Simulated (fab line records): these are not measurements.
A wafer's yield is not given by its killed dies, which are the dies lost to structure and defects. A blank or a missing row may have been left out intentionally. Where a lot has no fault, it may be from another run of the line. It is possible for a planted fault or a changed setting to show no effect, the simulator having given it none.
fab line records :: flow ritCmos
record:
  lots: 6
  wafers: 18
  lastDay: 5
route steps=202 shown PWELL@42 WELLDRIVE@50 NWELL@51 NRETRO@53 M1@202
lots untouched by any fault: they come from a run of this same line in which no faults occurred
startH: start of the lot's first displayed wafer, in hours after the record's first day :: waitH: time in hours since the lot's previous step :: " identical to the entry in the row above :: L1.1+2: one row covering several wafers at once :: - no value, or no start given :: * or withheld: withheld :: < > ~ a bound
route shown NAME@n: a module of which the file shows steps, and the number in the route of the first :: usual: the fault-free wafers' mean and standard deviation :: same: alike in all rows :: chamber/n: place in a boat :: sites: readings site by site :: _std_site: standard deviation across them :: _edge_site: mean of outer sites minus mean of inner sites :: radiusMm: for every site, how far away it sits from the centre of the wafer :: mask NAME#n: copy n :: behind: tool/chamber where the wafer was last shaped :: hold: the reason the lot was held/the length of the hold in hours/how it ended :: device: the n, p or np transistor that did not switch :: end of line: the same wafers' tests at the end of the route :: step lacking rows: just its recipe :: killed: dies that structure and defects cost at the first sort, which is not the same as the wafer's yield :: map: per-die view of a wafer (x killed, . not killed, _ where there is no die)
set.NAME: setting as actually run; set.NAME@STEP: the setting as run at that earlier step :: model.NAME: the simulator's own value behind a step, which no gauge read
lots at some steps of the route; a table a step, a row a wafer
services: a tool's chamber out of use, with start hour (startH, from the record's first day; less than 0 if before it), hours out, and reason
== steps ==
step: RIT_PWELL_EXPOSE_03
recipe:
  maskId: M3
  na: 0.57
  targetCdNm: 43700
  doseMj: 250
step: RIT_PWELL_PEB_04
recipe:
  resist: NOVOLAK
  tempC: withheld
  timeS: withheld
step: RIT_PWELL_DEVELOP_05
recipe:
  resist: NOVOLAK
  developTimeS: 68
  devTempC: 23
step: RIT_PWELL_OVL_MEAS_06
usual:
  PWELL_OVL: 0.6/1.7
lot.wafer: L304.1
tool: overlay-01
chamber: -
startH: 23.61
waitH: -
PWELL_OVL[nm]: 0.4

lot.wafer: L304.2
tool: overlay-01
chamber: -
startH: 23.61
waitH: -
PWELL_OVL[nm]: -0.8

lot.wafer: L304.3
tool: overlay-01
chamber: -
startH: 23.61
waitH: -
PWELL_OVL[nm]: -0.3

lot.wafer: L305.2
tool: overlay-01
chamber: -
startH: 27.64
waitH: -
PWELL_OVL[nm]: -3.1

lot.wafer: L305.4
tool: overlay-01
chamber: -
startH: 27.64
waitH: -
PWELL_OVL[nm]: -2.0

lot.wafer: L305.5
tool: overlay-01
chamber: -
startH: 27.64
waitH: -
PWELL_OVL[nm]: -2.2

lot.wafer: L309.1
tool: overlay-01
chamber: -
startH: 53.06
waitH: -
PWELL_OVL[nm]: 1.3

lot.wafer: L309.5
tool: overlay-01
chamber: -
startH: 53.06
waitH: -
PWELL_OVL[nm]: 0.9

lot.wafer: L309.6
tool: overlay-01
chamber: -
startH: 53.06
waitH: -
PWELL_OVL[nm]: -0.3

lot.wafer: L313.2
tool: overlay-02
chamber: -
startH: 67.07
waitH: -
PWELL_OVL[nm]: -0.9

lot.wafer: L313.3
tool: overlay-02
chamber: -
startH: 67.07
waitH: -
PWELL_OVL[nm]: 0.0

lot.wafer: L313.6
tool: overlay-02
chamber: -
startH: 67.07
waitH: -
PWELL_OVL[nm]: -1.9

lot.wafer: L316.3
tool: overlay-01
chamber: -
startH: 83.43
waitH: -
PWELL_OVL[nm]: -1.1

lot.wafer: L316.4
tool: overlay-01
chamber: -
startH: 83.43
waitH: -
PWELL_OVL[nm]: -1.3

lot.wafer: L316.5
tool: overlay-01
chamber: -
startH: 83.43
waitH: -
PWELL_OVL[nm]: -1.4

lot.wafer: L318.3
tool: overlay-02
chamber: -
startH: 93.88
waitH: -
PWELL_OVL[nm]: -2.0

lot.wafer: L318.4
tool: overlay-02
chamber: -
startH: 93.88
waitH: -
PWELL_OVL[nm]: -1.3

lot.wafer: L318.5
tool: overlay-02
chamber: -
startH: 93.88
waitH: -
PWELL_OVL[nm]: -0.6
step: RIT_PWELL_HARDBAKE_07
recipe:
  resist: NOVOLAK
  tempC: 140
  timeS: 120
step: RIT_PWELL_IMPLANT_08
recipe:
  species: B
  energyKev: 170
  doseCm2: 7e+13
  tiltDeg: 7
step: RIT_PWELL_STRIP_09
recipe:
  chemistry: O2
  timeS: 180
  resist: NOVOLAK
  platenTempC: withheld
  powerW: 500
  pressureMtorr: 4000
  o2FlowSccm: 4000
usual:
  drypumpMotorCurrentA: 6.0/0.49
  o2FlowSccm: 4000/12
lot.wafer: L304.1
tool: plasmaAsher-02
chamber: 0
startH: 24.17
waitH: 0.1
drypumpMotorCurrentA: 6.1
o2FlowSccm: 3999
rfHoursCounterH: 23

lot.wafer: L304.2
tool: plasmaAsher-02
chamber: 1
startH: 24.17
waitH: 0.1
drypumpMotorCurrentA: 6.4
o2FlowSccm: 3995
rfHoursCounterH: 23

lot.wafer: L304.3
tool: plasmaAsher-02
chamber: 1
startH: 24.17
waitH: 0.1
drypumpMotorCurrentA: 6.4
o2FlowSccm: 3968
rfHoursCounterH: -

lot.wafer: L305.2
tool: plasmaAsher-02
chamber: 1
startH: 28.07
waitH: 0.1
drypumpMotorCurrentA: 6.4
o2FlowSccm: 3988
rfHoursCounterH: 24

lot.wafer: L305.4
tool: plasmaAsher-02
chamber: 1
startH: 28.07
waitH: 0.1
drypumpMotorCurrentA: 6.4
o2FlowSccm: 3981
rfHoursCounterH: -

lot.wafer: L305.5
tool: plasmaAsher-02
chamber: 1
startH: 28.07
waitH: 0.1
drypumpMotorCurrentA: 6.4
o2FlowSccm: 4002
rfHoursCounterH: -

lot.wafer: L309.1
tool: plasmaAsher-04
chamber: 1
startH: 53.50
waitH: 0.1
drypumpMotorCurrentA: 5.4
o2FlowSccm: 3994
rfHoursCounterH: 40

lot.wafer: L309.5
tool: plasmaAsher-04
chamber: 1
startH: 53.50
waitH: 0.1
drypumpMotorCurrentA: 5.4
o2FlowSccm: 3987
rfHoursCounterH: -

lot.wafer: L309.6
tool: plasmaAsher-04
chamber: 0
startH: 53.50
waitH: 0.1
drypumpMotorCurrentA: 6.1
o2FlowSccm: 4002
rfHoursCounterH: -

lot.wafer: L313.2
tool: plasmaAsher-04
chamber: 0
startH: 67.50
waitH: 0.1
drypumpMotorCurrentA: 6.0
o2FlowSccm: 4010
rfHoursCounterH: 42

lot.wafer: L313.3
tool: plasmaAsher-04
chamber: 1
startH: 67.50
waitH: 0.1
drypumpMotorCurrentA: 5.4
o2FlowSccm: 4022
rfHoursCounterH: -

lot.wafer: L313.6
tool: plasmaAsher-04
chamber: 1
startH: 67.50
waitH: 0.1
drypumpMotorCurrentA: 5.4
o2FlowSccm: 4000
rfHoursCounterH: -

lot.wafer: L316.3
tool: plasmaAsher-02
chamber: 0
startH: 83.91
waitH: 0.1
drypumpMotorCurrentA: 6.1
o2FlowSccm: 4006
rfHoursCounterH: -

lot.wafer: L316.4
tool: plasmaAsher-02
chamber: 1
startH: 83.91
waitH: 0.1
drypumpMotorCurrentA: 6.4
o2FlowSccm: 4010
rfHoursCounterH: -

lot.wafer: L316.5
tool: plasmaAsher-02
chamber: 1
startH: 83.91
waitH: 0.1
drypumpMotorCurrentA: 6.4
o2FlowSccm: 3985
rfHoursCounterH: -

lot.wafer: L318.3
tool: plasmaAsher-01
chamber: 0
startH: 94.36
waitH: 0.1
drypumpMotorCurrentA: 6.6
o2FlowSccm: 4013
rfHoursCounterH: -

lot.wafer: L318.4
tool: plasmaAsher-01
chamber: 1
startH: 94.36
waitH: 0.1
drypumpMotorCurrentA: 5.1
o2FlowSccm: 4006
rfHoursCounterH: -

lot.wafer: L318.5
tool: plasmaAsher-01
chamber: 1
startH: 94.36
waitH: 0.1
drypumpMotorCurrentA: 5.1
o2FlowSccm: 4020
rfHoursCounterH: -
step: RIT_PWELL_TW_MEAS_10
usual:
  PWELL_TW: 954/6.3
lot.wafer: L304.1
tool: filmMetro-04
chamber: -
startH: 24.35
waitH: 0.1
PWELL_TW: 963

lot.wafer: L304.2
tool: filmMetro-04
chamber: -
startH: 24.35
waitH: 0.1
PWELL_TW: 960

lot.wafer: L304.3
tool: filmMetro-04
chamber: -
startH: 24.35
waitH: 0.1
PWELL_TW: 963

lot.wafer: L305.2
tool: filmMetro-04
chamber: -
startH: 28.26
waitH: 0.1
PWELL_TW: 958

lot.wafer: L305.4
tool: filmMetro-04
chamber: -
startH: 28.26
waitH: 0.1
PWELL_TW: 969

lot.wafer: L305.5
tool: filmMetro-04
chamber: -
startH: 28.26
waitH: 0.1
PWELL_TW: 957

lot.wafer: L309.1
tool: filmMetro-03
chamber: -
startH: 53.67
waitH: 0.1
PWELL_TW: 944

lot.wafer: L309.5
tool: filmMetro-03
chamber: -
startH: 53.67
waitH: 0.1
PWELL_TW: 947

lot.wafer: L309.6
tool: filmMetro-03
chamber: -
startH: 53.67
waitH: 0.1
PWELL_TW: 939

lot.wafer: L313.2
tool: filmMetro-01
chamber: -
startH: 67.68
waitH: 0.1
PWELL_TW: 955

lot.wafer: L313.3
tool: filmMetro-01
chamber: -
startH: 67.68
waitH: 0.1
PWELL_TW: 954

lot.wafer: L313.6
tool: filmMetro-01
chamber: -
startH: 67.68
waitH: 0.1
PWELL_TW: 953

lot.wafer: L316.3
tool: filmMetro-01
chamber: -
startH: 84.05
waitH: 0.1
PWELL_TW: 946

lot.wafer: L316.4
tool: filmMetro-01
chamber: -
startH: 84.05
waitH: 0.1
PWELL_TW: 946

lot.wafer: L316.5
tool: filmMetro-01
chamber: -
startH: 84.05
waitH: 0.1
PWELL_TW: 949

lot.wafer: L318.3
tool: filmMetro-03
chamber: -
startH: 94.50
waitH: 0.1
PWELL_TW: 954

lot.wafer: L318.4
tool: filmMetro-03
chamber: -
startH: 94.50
waitH: 0.1
PWELL_TW: 948

lot.wafer: L318.5
tool: filmMetro-03
chamber: -
startH: 94.50
waitH: 0.1
PWELL_TW: 957
step: RIT_WELLDRIVE_ANNEAL_00
recipe:
  tempC: 1100
  timeS: 14700
  ambient: N2
step: RIT_WELLDRIVE_RS_MEAS_01
recipe:
  thkMeasGauge: four-point-probe
usual:
  NWELL_RS: 275.6/0.83
lot.wafer: L304.1
tool: filmMetro-03
chamber: -
startH: 30.14
waitH: 0.0
NWELL_RS[ohm/sq]: 274.8

lot.wafer: L304.2
tool: filmMetro-03
chamber: -
startH: 30.14
waitH: 0.0
NWELL_RS[ohm/sq]: 275.1

lot.wafer: L304.3
tool: filmMetro-03
chamber: -
startH: 30.14
waitH: 0.0
NWELL_RS[ohm/sq]: 274.5

lot.wafer: L305.2
tool: filmMetro-04
chamber: -
startH: 33.86
waitH: 0.0
NWELL_RS[ohm/sq]: 274.0

lot.wafer: L305.4
tool: filmMetro-04
chamber: -
startH: 33.86
waitH: 0.0
NWELL_RS[ohm/sq]: 274.5

lot.wafer: L305.5
tool: filmMetro-04
chamber: -
startH: 33.86
waitH: 0.0
NWELL_RS[ohm/sq]: 273.3

lot.wafer: L309.1
tool: filmMetro-04
chamber: -
startH: 58.82
waitH: 0.0
NWELL_RS[ohm/sq]: 274.5

lot.wafer: L309.5
tool: filmMetro-04
chamber: -
startH: 58.82
waitH: 0.0
NWELL_RS[ohm/sq]: 275.5

lot.wafer: L309.6
tool: filmMetro-04
chamber: -
startH: 58.82
waitH: 0.0
NWELL_RS[ohm/sq]: 275.1

lot.wafer: L313.2
tool: filmMetro-03
chamber: -
startH: 72.84
waitH: 0.0
NWELL_RS[ohm/sq]: 274.8

lot.wafer: L313.3
tool: filmMetro-03
chamber: -
startH: 72.84
waitH: 0.0
NWELL_RS[ohm/sq]: 274.6

lot.wafer: L313.6
tool: filmMetro-03
chamber: -
startH: 72.84
waitH: 0.0
NWELL_RS[ohm/sq]: 275.5

lot.wafer: L316.3
tool: filmMetro-04
chamber: -
startH: 90.34
waitH: 0.0
NWELL_RS[ohm/sq]: 275.9

lot.wafer: L316.4
tool: filmMetro-04
chamber: -
startH: 90.34
waitH: 0.0
NWELL_RS[ohm/sq]: 275.7

lot.wafer: L316.5
tool: filmMetro-04
chamber: -
startH: 90.34
waitH: 0.0
NWELL_RS[ohm/sq]: 275.6

lot.wafer: L318.3
tool: filmMetro-01
chamber: -
startH: 99.66
waitH: 0.0
NWELL_RS[ohm/sq]: 275.2

lot.wafer: L318.4
tool: filmMetro-01
chamber: -
startH: 99.66
waitH: 0.0
NWELL_RS[ohm/sq]: 275.1

lot.wafer: L318.5
tool: filmMetro-01
chamber: -
startH: 99.66
waitH: 0.0
NWELL_RS[ohm/sq]: 275.3
step: RIT_WELLDRIVE_RS_MEAS_02
recipe:
  thkMeasGauge: four-point-probe
usual:
  PWELL_RS: 429.4/1.2
lot.wafer: L304.1
tool: filmMetro-03
chamber: -
startH: 30.26
waitH: 0.1
PWELL_RS[ohm/sq]: 429.5

lot.wafer: L304.2
tool: filmMetro-03
chamber: -
startH: 30.26
waitH: 0.1
PWELL_RS[ohm/sq]: 429.8

lot.wafer: L304.3
tool: filmMetro-03
chamber: -
startH: 30.26
waitH: 0.1
PWELL_RS[ohm/sq]: 430.2

lot.wafer: L305.2
tool: filmMetro-04
chamber: -
startH: 33.98
waitH: 0.1
PWELL_RS[ohm/sq]: 429.2

lot.wafer: L305.4
tool: filmMetro-04
chamber: -
startH: 33.98
waitH: 0.1
PWELL_RS[ohm/sq]: 430.1

lot.wafer: L305.5
tool: filmMetro-04
chamber: -
startH: 33.98
waitH: 0.1
PWELL_RS[ohm/sq]: 429.8

lot.wafer: L309.1
tool: filmMetro-04
chamber: -
startH: 58.94
waitH: 0.1
PWELL_RS[ohm/sq]: 431.0

lot.wafer: L309.5
tool: filmMetro-04
chamber: -
startH: 58.94
waitH: 0.1
PWELL_RS[ohm/sq]: 430.2

lot.wafer: L309.6
tool: filmMetro-04
chamber: -
startH: 58.94
waitH: 0.1
PWELL_RS[ohm/sq]: 430.6

lot.wafer: L313.2
tool: filmMetro-03
chamber: -
startH: 72.96
waitH: 0.1
PWELL_RS[ohm/sq]: 428.0

lot.wafer: L313.3
tool: filmMetro-03
chamber: -
startH: 72.96
waitH: 0.1
PWELL_RS[ohm/sq]: 427.4

lot.wafer: L313.6
tool: filmMetro-03
chamber: -
startH: 72.96
waitH: 0.1
PWELL_RS[ohm/sq]: 427.2

lot.wafer: L316.3
tool: filmMetro-04
chamber: -
startH: 90.46
waitH: 0.1
PWELL_RS[ohm/sq]: 429.9

lot.wafer: L316.4
tool: filmMetro-04
chamber: -
startH: 90.46
waitH: 0.1
PWELL_RS[ohm/sq]: 430.7

lot.wafer: L316.5
tool: filmMetro-04
chamber: -
startH: 90.46
waitH: 0.1
PWELL_RS[ohm/sq]: 429.3

lot.wafer: L318.3
tool: filmMetro-01
chamber: -
startH: 99.78
waitH: 0.1
PWELL_RS[ohm/sq]: 430.6

lot.wafer: L318.4
tool: filmMetro-01
chamber: -
startH: 99.78
waitH: 0.1
PWELL_RS[ohm/sq]: 431.0

lot.wafer: L318.5
tool: filmMetro-01
chamber: -
startH: 99.78
waitH: 0.1
PWELL_RS[ohm/sq]: 430.0
step: RIT_NRETRO_HMDS_00
recipe:
  primeTimeS: 60
  primeTempC: 140
step: RIT_NRETRO_COAT_01
recipe:
  resist: NOVOLAK
  spinRpm: 2000
  resistThkNm: 1300
usual:
  spinSpeedRpm: 2000.1/1.3
lot.wafer: L304.1
tool: lithoTrack-03
chamber: 0
startH: 30.53
waitH: 0.1
spinSpeedRpm: 1998.8
model.NOVOLAK_of_NRETRO_COAT_01.thkNm: 1307

lot.wafer: L304.2
tool: lithoTrack-03
chamber: 0
startH: 30.53
waitH: 0.1
spinSpeedRpm: 1999.6
model.NOVOLAK_of_NRETRO_COAT_01.thkNm: 1301

lot.wafer: L304.3
tool: lithoTrack-03
chamber: 0
startH: 30.53
waitH: 0.1
spinSpeedRpm: 1999.8
model.NOVOLAK_of_NRETRO_COAT_01.thkNm: 1299

lot.wafer: L305.2
tool: lithoTrack-01
chamber: 0
startH: 34.25
waitH: 0.1
spinSpeedRpm: 1999.2
model.NOVOLAK_of_NRETRO_COAT_01.thkNm: 1293

lot.wafer: L305.4
tool: lithoTrack-01
chamber: 0
startH: 34.25
waitH: 0.1
spinSpeedRpm: 2001.5
model.NOVOLAK_of_NRETRO_COAT_01.thkNm: 1297

lot.wafer: L305.5
tool: lithoTrack-01
chamber: 0
startH: 34.25
waitH: 0.1
spinSpeedRpm: 2000.9
model.NOVOLAK_of_NRETRO_COAT_01.thkNm: 1293

lot.wafer: L309.1
tool: lithoTrack-01
chamber: 0
startH: 59.21
waitH: 0.1
spinSpeedRpm: 2085.2
model.NOVOLAK_of_NRETRO_COAT_01.thkNm: 1276

lot.wafer: L309.5
tool: lithoTrack-01
chamber: 0
startH: 59.21
waitH: 0.1
spinSpeedRpm: 2083.2
model.NOVOLAK_of_NRETRO_COAT_01.thkNm: 1269

lot.wafer: L309.6
tool: lithoTrack-01
chamber: 0
startH: 59.21
waitH: 0.1
spinSpeedRpm: 2084.2
model.NOVOLAK_of_NRETRO_COAT_01.thkNm: 1273

lot.wafer: L313.2
tool: lithoTrack-01
chamber: 0
startH: 73.23
waitH: 0.1
spinSpeedRpm: 2083.4
model.NOVOLAK_of_NRETRO_COAT_01.thkNm: 1269

lot.wafer: L313.3
tool: lithoTrack-01
chamber: 0
startH: 73.23
waitH: 0.1
spinSpeedRpm: 2082.3
model.NOVOLAK_of_NRETRO_COAT_01.thkNm: 1272

lot.wafer: L313.6
tool: lithoTrack-01
chamber: 0
startH: 73.23
waitH: 0.1
spinSpeedRpm: 2084.2
model.NOVOLAK_of_NRETRO_COAT_01.thkNm: 1270

lot.wafer: L316.3
tool: lithoTrack-02
chamber: 0
startH: 90.74
waitH: 0.1
spinSpeedRpm: 2002.6
model.NOVOLAK_of_NRETRO_COAT_01.thkNm: 1302

lot.wafer: L316.4
tool: lithoTrack-02
chamber: 0
startH: 90.74
waitH: 0.1
spinSpeedRpm: 1999.7
model.NOVOLAK_of_NRETRO_COAT_01.thkNm: 1301

lot.wafer: L316.5
tool: lithoTrack-02
chamber: 0
startH: 90.74
waitH: 0.1
spinSpeedRpm: 2000.1
model.NOVOLAK_of_NRETRO_COAT_01.thkNm: 1303

lot.wafer: L318.3
tool: lithoTrack-03
chamber: 0
startH: 100.06
waitH: 0.1
spinSpeedRpm: 2000.0
model.NOVOLAK_of_NRETRO_COAT_01.thkNm: 1299

lot.wafer: L318.4
tool: lithoTrack-03
chamber: 0
startH: 100.06
waitH: 0.1
spinSpeedRpm: 1999.6
model.NOVOLAK_of_NRETRO_COAT_01.thkNm: 1299

lot.wafer: L318.5
tool: lithoTrack-03
chamber: 0
startH: 100.06
waitH: 0.1
spinSpeedRpm: 2000.8
model.NOVOLAK_of_NRETRO_COAT_01.thkNm: 1303
step: RIT_NRETRO_SOFTBAKE_02
recipe:
  resist: NOVOLAK
  tempC: 90
  timeS: 60
step: RIT_NRETRO_EXPOSE_03
recipe:
  maskId: M4
  na: 0.57
  targetCdNm: 43900
  doseMj: 250
step: RIT_NRETRO_PEB_04
recipe:
  resist: NOVOLAK
  tempC: withheld
  timeS: withheld
step: RIT_NRETRO_DEVELOP_05
recipe:
  resist: NOVOLAK
  developTimeS: 68
  devTempC: 23
step: RIT_NRETRO_OVL_MEAS_06
usual:
  NRETRO_OVL: 0.2/1.3
lot.wafer: L304.1
tool: overlay-01
chamber: -
startH: 31.39
waitH: -
NRETRO_OVL[nm]: 1.1

lot.wafer: L304.2
tool: overlay-01
chamber: -
startH: 31.39
waitH: -
NRETRO_OVL[nm]: 0.3

lot.wafer: L304.3
tool: overlay-01
chamber: -
startH: 31.39
waitH: -
NRETRO_OVL[nm]: 1.9

lot.wafer: L305.2
tool: overlay-02
chamber: -
startH: 35.20
waitH: -
NRETRO_OVL[nm]: -0.1

lot.wafer: L305.4
tool: overlay-02
chamber: -
startH: 35.20
waitH: -
NRETRO_OVL[nm]: 0.2

lot.wafer: L305.5
tool: overlay-02
chamber: -
startH: 35.20
waitH: -
NRETRO_OVL[nm]: 0.2

lot.wafer: L309.1
tool: overlay-01
chamber: -
startH: 60.02
waitH: -
NRETRO_OVL[nm]: 0.7

lot.wafer: L309.5
tool: overlay-01
chamber: -
startH: 60.02
waitH: -
NRETRO_OVL[nm]: 1.1

lot.wafer: L309.6
tool: overlay-01
chamber: -
startH: 60.02
waitH: -
NRETRO_OVL[nm]: 0.2

lot.wafer: L313.2
tool: overlay-01
chamber: -
startH: 73.94
waitH: -
NRETRO_OVL[nm]: 2.0

lot.wafer: L313.3
tool: overlay-01
chamber: -
startH: 73.94
waitH: -
NRETRO_OVL[nm]: 1.2

lot.wafer: L313.6
tool: overlay-01
chamber: -
startH: 73.94
waitH: -
NRETRO_OVL[nm]: 0.7

lot.wafer: L316.3
tool: overlay-02
chamber: -
startH: 91.69
waitH: -
NRETRO_OVL[nm]: -0.3

lot.wafer: L316.4
tool: overlay-02
chamber: -
startH: 91.69
waitH: -
NRETRO_OVL[nm]: -0.6

lot.wafer: L316.5
tool: overlay-02
chamber: -
startH: 91.69
waitH: -
NRETRO_OVL[nm]: 0.4

lot.wafer: L318.3
tool: overlay-01
chamber: -
startH: 100.88
waitH: -
NRETRO_OVL[nm]: -1.1

lot.wafer: L318.4
tool: overlay-01
chamber: -
startH: 100.88
waitH: -
NRETRO_OVL[nm]: 1.3

lot.wafer: L318.5
tool: overlay-01
chamber: -
startH: 100.88
waitH: -
NRETRO_OVL[nm]: -2.3
step: RIT_NRETRO_HARDBAKE_07
recipe:
  resist: NOVOLAK
  tempC: 140
  timeS: 120
lot.wafer: L304.1
tool: lithoTrack-03
chamber: 0
startH: 31.42
waitH: 0.0
model.NOVOLAK_of_NRETRO_COAT_01.thkNm: 1143

lot.wafer: L304.2
tool: lithoTrack-03
chamber: 0
startH: 31.42
waitH: 0.0
model.NOVOLAK_of_NRETRO_COAT_01.thkNm: 1137

lot.wafer: L304.3
tool: lithoTrack-03
chamber: 0
startH: 31.42
waitH: 0.0
model.NOVOLAK_of_NRETRO_COAT_01.thkNm: 1136

lot.wafer: L305.2+5
tool: lithoTrack-01
chamber: 0
startH: 35.27
waitH: 0.1
model.NOVOLAK_of_NRETRO_COAT_01.thkNm: 1131

lot.wafer: L305.4
tool: lithoTrack-01
chamber: 0
startH: 35.27
waitH: 0.1
model.NOVOLAK_of_NRETRO_COAT_01.thkNm: 1134

lot.wafer: L309.1
tool: lithoTrack-03
chamber: 0
startH: 60.06
waitH: 0.0
model.NOVOLAK_of_NRETRO_COAT_01.thkNm: 1116

lot.wafer: L309.5
tool: lithoTrack-03
chamber: 0
startH: 60.06
waitH: 0.0
model.NOVOLAK_of_NRETRO_COAT_01.thkNm: 1110

lot.wafer: L309.6
tool: lithoTrack-03
chamber: 0
startH: 60.06
waitH: 0.0
model.NOVOLAK_of_NRETRO_COAT_01.thkNm: 1114

lot.wafer: L313.2
tool: lithoTrack-01
chamber: 0
startH: 74.01
waitH: 0.1
model.NOVOLAK_of_NRETRO_COAT_01.thkNm: 1110

lot.wafer: L313.3
tool: lithoTrack-01
chamber: 0
startH: 74.01
waitH: 0.1
model.NOVOLAK_of_NRETRO_COAT_01.thkNm: 1113

lot.wafer: L313.6
tool: lithoTrack-01
chamber: 0
startH: 74.01
waitH: 0.1
model.NOVOLAK_of_NRETRO_COAT_01.thkNm: 1111

lot.wafer: L316.3+4
tool: lithoTrack-02
chamber: 0
startH: 91.80
waitH: 0.1
model.NOVOLAK_of_NRETRO_COAT_01.thkNm: 1138

lot.wafer: L316.5
tool: lithoTrack-02
chamber: 0
startH: 91.80
waitH: 0.1
model.NOVOLAK_of_NRETRO_COAT_01.thkNm: 1140

lot.wafer: L318.3+4
tool: lithoTrack-03
chamber: 0
startH: 100.99
waitH: 0.1
model.NOVOLAK_of_NRETRO_COAT_01.thkNm: 1136

lot.wafer: L318.5
tool: lithoTrack-03
chamber: 0
startH: 100.99
waitH: 0.1
model.NOVOLAK_of_NRETRO_COAT_01.thkNm: 1139
step: RIT_NRETRO_IMPLANT_08
recipe:
  species: P
  energyKev: 70
  doseCm2: 1e+13
  tiltDeg: 7
step: RIT_M1_PROBE_99
usual:
  killedAtContacts: 0.1/0.25
  killedAtFrontEnd: 8/3.3
  killedDies: 8/3.3
  killedOpen: 3.9/2.1
  killedShort: 3.8/2.2
same:
  grossDies: 264
  killed_at_M0_to_M3: 0
  killed_at_M4_up: 0
  killedAtBackSide: 0
  killedAtOther: 0
lot.wafer: L304.1
tool: prober-01
chamber: -
startH: 63.52
waitH: 0.1
killedAtContacts: 0
killedAtFrontEnd: 12
killedDies: 12
killedOpen: 4
killedShort: 8

lot.wafer: L304.2
tool: prober-01
chamber: -
startH: 63.57
waitH: 0.1
killedAtContacts: 0
killedAtFrontEnd: 7
killedDies: 7
killedOpen: 3
killedShort: 4

lot.wafer: L304.3
tool: prober-01
chamber: -
startH: 63.62
waitH: 0.2
killedAtContacts: 0
killedAtFrontEnd: 7
killedDies: 7
killedOpen: 5
killedShort: 2

lot.wafer: L305.2
tool: prober-02
chamber: -
startH: 68.44
waitH: 0.1
killedAtContacts: 1
killedAtFrontEnd: 8
killedDies: 9
killedOpen: 6
killedShort: 3

lot.wafer: L305.4
tool: prober-02
chamber: -
startH: 68.54
waitH: 0.2
killedAtContacts: 0
killedAtFrontEnd: 9
killedDies: 9
killedOpen: 5
killedShort: 4

lot.wafer: L305.5
tool: prober-02
chamber: -
startH: 68.59
waitH: 0.2
killedAtContacts: 0
killedAtFrontEnd: 8
killedDies: 8
killedOpen: 4
killedShort: 4

lot.wafer: L313.2
tool: prober-01
chamber: -
startH: 103.72
waitH: 0.1
killedAtContacts: 0
killedAtFrontEnd: 8
killedDies: 8
killedOpen: 4
killedShort: 4

lot.wafer: L313.3
tool: prober-01
chamber: -
startH: 103.77
waitH: 0.2
killedAtContacts: 0
killedAtFrontEnd: 5
killedDies: 5
killedOpen: 5
killedShort: 0

lot.wafer: L313.6
tool: prober-01
chamber: -
startH: 103.92
waitH: 0.2
killedAtContacts: 0
killedAtFrontEnd: 12
killedDies: 12
killedOpen: 7
killedShort: 5

lot.wafer: L316.3
tool: prober-02
chamber: -
startH: 121.59
waitH: 0.2
killedAtContacts: 0
killedAtFrontEnd: 9
killedDies: 9
killedOpen: 5
killedShort: 4

lot.wafer: L316.4
tool: prober-02
chamber: -
startH: 121.64
waitH: 0.2
killedAtContacts: 1
killedAtFrontEnd: 14
killedDies: 15
killedOpen: 9
killedShort: 6

lot.wafer: L316.5
tool: prober-02
chamber: -
startH: 121.69
waitH: 0.2
killedAtContacts: 0
killedAtFrontEnd: 12
killedDies: 12
killedOpen: 7
killedShort: 5
killed by level:class
L304.1 GATE:geometricParticle:short=5 FOX1:geometricParticle:open=2 SPACER:geometricParticle:short=2 FOX2:geometricParticle:open=1 GATE:geometricParticle:open=1 REOX:geometricParticle:short=1
L304.2 SPACER:geometricParticle:open=2 FOX2:geometricParticle:short=1 GATE:geometricParticle:short=1 GATE:geometricParticle:open=1 SPACER:geometricParticle:short=1 SILICIDE:geometricParticle:short=1
L304.3 FOX1:geometricParticle:open=2 FOX2:geometricParticle:open=2 GATE:geometricParticle:short=1 REOX:geometricParticle:short=1 REOX:geometricParticle:open=1
L305.2 SILICIDE:geometricParticle:open=2 FOX1:geometricParticle:open=1 GATE:geometricParticle:open=1 GATE:geometricParticle:short=1 REOX:geometricParticle:open=1 SPACER:geometricParticle:open=1 SILICIDE:geometricParticle:short=1 CONTACT:geometricParticle:short=1
L305.4 GATE:geometricParticle:open=2 SPACER:geometricParticle:short=2 FOX1:geometricParticle:open=1 GATE:geometricParticle:short=1 SPACER:geometricParticle:open=1 SILICIDE:geometricParticle:open=1 SILICIDE:geometricParticle:short=1
L305.5 GATE:geometricParticle:open=3 SILICIDE:geometricParticle:short=2 FOX1:geometricParticle:short=1 FOX2:geometricParticle:open=1 GATE:geometricParticle:short=1
L313.2 SPACER:geometricParticle:open=2 SILICIDE:geometricParticle:short=2 SILICIDE:geometricParticle:open=2 GATE:geometricParticle:short=1 SPACER:geometricParticle:short=1
L313.3 GATE:geometricParticle:open=3 REOX:geometricParticle:open=1 SILICIDE:geometricParticle:open=1
L313.6 GATE:geometricParticle:short=3 FOX2:geometricParticle:open=2 SPACER:geometricParticle:open=2 FOX1:geometricParticle:short=1 GATE:geometricParticle:open=1 REOX:geometricParticle:open=1 SPACER:geometricParticle:short=1 SILICIDE:geometricParticle:open=1
L316.3 GATE:geometricParticle:short=3 GATE:geometricParticle:open=2 SILICIDE:geometricParticle:open=2 FOX1:geometricParticle:open=1 SILICIDE:geometricParticle:short=1
L316.4 GATE:geometricParticle:short=4 FOX2:geometricParticle:open=2 GATE:geometricParticle:open=2 FOX1:geometricParticle:open=1 FOX2:geometricParticle:short=1 REOX:geometricParticle:open=1 SPACER:geometricParticle:open=1 SPACER:geometricParticle:short=1
L316.5 GATE:geometricParticle:open=5 FOX1:geometricParticle:short=2 GATE:geometricParticle:short=2 FOX2:geometricParticle:open=1 REOX:geometricParticle:short=1 REOX:geometricParticle:open=1
== services ==
tool: plasmaAsher-04
chamber: -
startH: 20.89
hours: 2.8
kind: pm
== key ==
firstSign:
  step: RIT_NRETRO_COAT_01
  reading: spinSpeedRpm
  direction: up
  sigmas: 64
  usual: 2000.1
  struck: 2083.7
effect none on later readings
modelEffect:
  step: RIT_NRETRO_COAT_01
  value: NOVOLAK_of_NRETRO_COAT_01.thkNm
  without: 1298
  struck: 1272
modelEffect:
  step: RIT_NRETRO_HARDBAKE_07
  value: NOVOLAK_of_NRETRO_COAT_01.thkNm
  without: 1135
  struck: 1112
metAt RIT_NRETRO_COAT_01
struckWafers L309.1,L309.5,L309.6,L313.2,L313.3,L313.6
testerLeftOut L309,L313
onsetBetween 34.25 59.21
fault:
  kind: processParameterDrift
  tool: lithoTrack-01
  chamber: -
  onsetH: 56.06
  steps: RIT_NRETRO_COAT_01
  channel: spinRpm
  offset: 84.024
  shape: step
  endH: 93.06
  actsIn: theseRecipesOnly
  stated: 2000
testerLeftOut: of these lots the tester's yield and bins aren't shown, on N5 and GAA mostly nor the transistor test; their killed dies are dies lost to structure and defects alone, not to doping, threshold or leakage, so they don't give the yield
